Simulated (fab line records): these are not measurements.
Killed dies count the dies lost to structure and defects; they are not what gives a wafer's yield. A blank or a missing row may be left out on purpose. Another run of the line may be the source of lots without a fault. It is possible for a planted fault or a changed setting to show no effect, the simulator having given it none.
Code-filled problem report in 8D (eight disciplines) form || flow berkeley cmos170 || the parts of the form that need people (team, actions taken, sign-off) are left out

== 1. WHAT WENT WRONG ==
Across 12 wafers from 4 lots, PSD_OVL at UCB170_PSD_OVL_MEAS_07 averages 156 nm, while fault-free wafers read 1 nm with a standard deviation of 5.2. Relative to the usual mean, that is a shift of +30 standard deviations.
The first sign was on wafer L220.1 at day 9 17:23, on overlay-01. The record holds 48 wafers of 16 lots with a number at this step. Rule for "out" (also "out of limits"): further than 4 standard deviations from the usual mean. The other wafers with a number count as sound.

== 2. WHAT THIS IS AND IS NOT ==
{"question": "which readings at this step", "is": "PSD_OVL", "is not": "-"}
{"question": "which lots", "is": "L220, L222, L226, L227", "is not": "L208, L209, L210, L211, L214, L215, L216, L217, L218, L219, L221, L224"}
{"question": "which wafers of those lots", "is": "all that have a number", "is not": "-"}
{"question": "read on which gauges", "is": "overlay-01, overlay-02", "is not": "-"}
{"question": "when", "is": "from day 9 17:23", "is not": "up to then (30 sound wafers); but 6 sound wafers of L221, L224 came after"}

== 3. SUSPECTS, AND WHAT RULES EACH OUT ==
Counting: a tool at any process step up to the reading remains a suspect when it ran all the lots that are out and ran no sound lot after the first of those.
- the gauge at UCB170_PSD_OVL_MEAS_07: ruled out. Those wafers that are out were read across 2 gauges (overlay-01, overlay-02).
- krf scanner-01 at UCB170_PSD_EXPOSE_03 (exposes mask PSELECT MOD, target cd 1200 nm): kept. It processed each lot that is out, first L220 at day 9 16:33, and no sound lot thereafter; up to then, the last sound lot it processed was L219 at day 9 11:10.
After counting, what remains is krf scanner-01 at UCB170_PSD_EXPOSE_03.

== 4. THE CAUSE (what the simulator had put in) ==
Scanner matching overlay: krf scanner-01, from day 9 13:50 on, at UCB170_PSD_EXPOSE_03. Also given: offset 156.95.
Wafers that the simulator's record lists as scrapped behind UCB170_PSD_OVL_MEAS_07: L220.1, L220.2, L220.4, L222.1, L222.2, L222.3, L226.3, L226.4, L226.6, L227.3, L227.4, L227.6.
This tool alone remained once counting was done.

== 5. THE EFFECT CHAIN, in route order ==
Rows list readings where the struck wafers' mean (over those with a number) sits beyond 3 standard deviations from the usual. Scope: only readings with a usual standard deviation given in the record; hours: median across lots of the time from each lot's start at the first step in this table that gives one to its start at this step; sigmas: change in usual standard deviations.
{"hours": 0, "step": "UCB170_PSD_OVL_MEAS_07", "reading": "PSD_OVL", "usual": "1 nm", "on struck wafers": 156, "change": "+155", "sigmas": "+30"}

== 6. HOW IT WOULD HAVE BEEN CAUGHT EARLIER ==
Counted from the fault's start at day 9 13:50, it took 4 hours until the first out-of-limits reading at a measuring or inspecting step in this record, taken at day 9 17:23.
Of the tool readings at UCB170_PSD_EXPOSE_03 for which the record gives a usual standard deviation, none was out on any struck wafer, so an alarm limit of 4 standard deviations on them would not have fired.
Lots out: 4; of these, L222, L226, L227 started UCB170_PSD_EXPOSE_03 on krf scanner-01 after day 9 17:23. A hold on the tool at that time would have spared those 3.
